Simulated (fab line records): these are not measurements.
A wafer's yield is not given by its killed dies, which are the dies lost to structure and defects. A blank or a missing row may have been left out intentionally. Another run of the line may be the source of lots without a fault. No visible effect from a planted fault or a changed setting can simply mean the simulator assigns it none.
Comparing a struck lot with a sound one -- flow rit_cmos -- 21 steps out of a route of 202
Sound: these wafers, L503.2, L503.4, L503.6. Wafers struck: L504.1, L504.3, L504.4. The cause comes at the end.
Per side, at each step with rows, come the tool, then ch with its chambers, and then its first start. Under that, the readings that differ: sound wafers -- struck wafers -- difference of the means -- sigmas: that difference in standard deviations of wafers without a fault.
alike: readings whose means differ by less than 2 such deviations, and words and numbers that are the same on both sides. not compared: withheld readings, readings that some wafer has no value for, bounds like >300 that may hide the same value, and numbers for which the record gives no deviation and whose values overlap.
The two part at a step that has a row with sigmas, a row that says differs or no value, or rows on one side only. Numbers that don't overlap but have no deviation are shown without sigmas and don't part them. Lack of a reading on every wafer of one side parts them only where that side has two or more wafers.

first, 1 step without rows for these wafers: RIT_SILICIDE_WET_ETCH_00 (etches SiO2 in BOE, target depth 14 nm, time 15 s).
RIT_SILICIDE_SPUTTER_01: material Ti, target thk 30 nm, time 231.8 s.
  sound on pvd_sputter-02, day 4 03:04; struck on pvd_sputter-03, day 4 08:25
reading,sound,struck,difference,sigmas
substrate_temp_c (C),25.16 25.18 25.22,24.84 25.07 24.80,-0.28,-3
  alike: throttle_valve_pct
RIT_SILICIDE_RS_MEAS_02: measurement is done with a four-point probe.
  sound on film_metro-04, day 4 03:14; struck on film_metro-01, day 4 08:34
  alike: SILICIDE_TI_RS
RIT_SILICIDE_THK_MEAS_03: measures by xrf.
  sound on film_metro-04, day 4 03:21; struck on film_metro-01, day 4 08:41
  alike: SILICIDE_TI_THK
RIT_SILICIDE_RTA_04: time 10 s, ramp up 5 s, ramp down 5 s.
  sound on rtp_anneal-01 ch 0, day 4 03:25; struck on rtp_anneal-02 ch 0, day 4 08:44
  alike: anneal_temp_c_max, chamber_o2_ppm, wafer_temp_C_max
then, 1 step without rows for these wafers: RIT_SILICIDE_WET_ETCH_05 (etches Ti in SPM, time 120 s).
RIT_SILICIDE_RTA_06: time 10 s, ramp up 5 s, ramp down 10 s.
  sound on rtp_anneal-02 ch 0, day 4 03:31; struck on rtp_anneal-01 ch 0, day 4 08:51
  alike: anneal_temp_c_max, chamber_o2_ppm, wafer_temp_C_max
RIT_CONTACT_CVD_00: deposits SiO2 from TEOS, target thk 400 nm, time 61 s.
  sound on pecvd-03 ch 0,1, day 4 03:35; struck on pecvd-02 ch 0,1, day 4 08:55
  alike: heater_power_w
  not compared: since_wet_clean_h
RIT_CONTACT_THK_MEAS_01:
  sound on film_metro-02, day 4 03:38; struck on film_metro-04, day 4 08:58
  alike: CONTACT_TEOS_THK
then, 3 steps without rows for these wafers: RIT_CONTACT_HMDS_02 (prime time 60 s); RIT_CONTACT_COAT_03 (resist thk 1000 nm); RIT_CONTACT_SOFTBAKE_04 (time 60 s).
RIT_CONTACT_EXPOSE_05: exposes mask M11, target cd 1000 nm.
  sound on iline_stepper-01 ch 0, day 4 04:11; struck on iline_stepper-02 ch 0, day 4 09:36
reading,sound,struck,difference,sigmas
mask,M11#0 M11#0 M11#0,M11_R1#0 M11_R1#0 M11_R1#0,differs,
then, 2 steps without rows for these wafers: RIT_CONTACT_PEB_06; RIT_CONTACT_DEVELOP_07 (develop time 120 s).
RIT_CONTACT_CD_MEAS_08: target cd 1000 nm.
  sound on cd_sem-01, day 4 04:43; struck on cd_sem-01, day 4 10:08
reading,sound,struck,difference,sigmas
cd_nm (nm),1002.4 1002.8 1002.6,1150.5 1150.7 1150.3,+147.9,+62
RIT_CONTACT_OVL_MEAS_09:
  sound on overlay-01, day 4 04:49; struck on overlay-02, day 4 10:16
  alike: CONTACT_OVL
then, 1 step without rows for these wafers: RIT_CONTACT_HARDBAKE_10 (time 60 s).
RIT_CONTACT_ETCH_11: etches SiO2 in CHF3/CF4/Ar, stops on TiSi2, target depth 480 nm, time 320 s.
  sound on rie_diel-01 ch 1,2,3, day 4 05:00; struck on rie_diel-03 ch 0,1,2, day 4 10:27
reading,sound,struck,difference,sigmas
model.CONTACT.cd_nm (nm),1002 1003 1002,1151 1151 1151,+149,
  alike: CHF3_flow_sccm, drypump_motor_current_A, oes_product_au, throttle_valve_pct
  not compared: rf_hours_counter_h
RIT_CONTACT_STRIP_12: strips in O2, time 180 s.
  sound on plasma_asher-04 ch 0,1, day 4 05:11; struck on plasma_asher-01 ch 0,1, day 4 10:38
  alike: drypump_motor_current_A
  not compared: rf_hours_counter_h
RIT_M1_PROBE_99:
  sound on prober-01, day 4 10:01; struck on prober-02, day 4 16:21
reading,sound,struck,difference,sigmas
model.etest.contact_to_gate.bv_right_v (V),87.04 88.51 86.45,50.14 53.88 51.85,-35.38,
model.etest.contact_to_gate.bv_left_v (V),87.36 88.39 92.06,53.33 52.99 53.52,-35.99,
model.etest.contact_ppoly.rc_ohm,1.413 1.434 1.435,1.391 1.376 1.389,-0.042,
model.etest.contact_npoly.rc_ohm,1.435 1.406 1.432,1.402 1.377 1.346,-0.049,
model.etest.contact_pplus.rc_ohm,1.44 1.43 1.44,1.392 1.345 1.34,-0.078,
  not compared: model.etest.contact_nplus.rc_ohm

## WHERE THEY PART
Earliest at RIT_SILICIDE_SPUTTER_01; latest, in this record, at RIT_CONTACT_CD_MEAS_08. Later steps at which nothing parts them and some readings are alike: RIT_CONTACT_OVL_MEAS_09, RIT_CONTACT_ETCH_11, RIT_CONTACT_STRIP_12.

WHY: whatever the simulator had introduced
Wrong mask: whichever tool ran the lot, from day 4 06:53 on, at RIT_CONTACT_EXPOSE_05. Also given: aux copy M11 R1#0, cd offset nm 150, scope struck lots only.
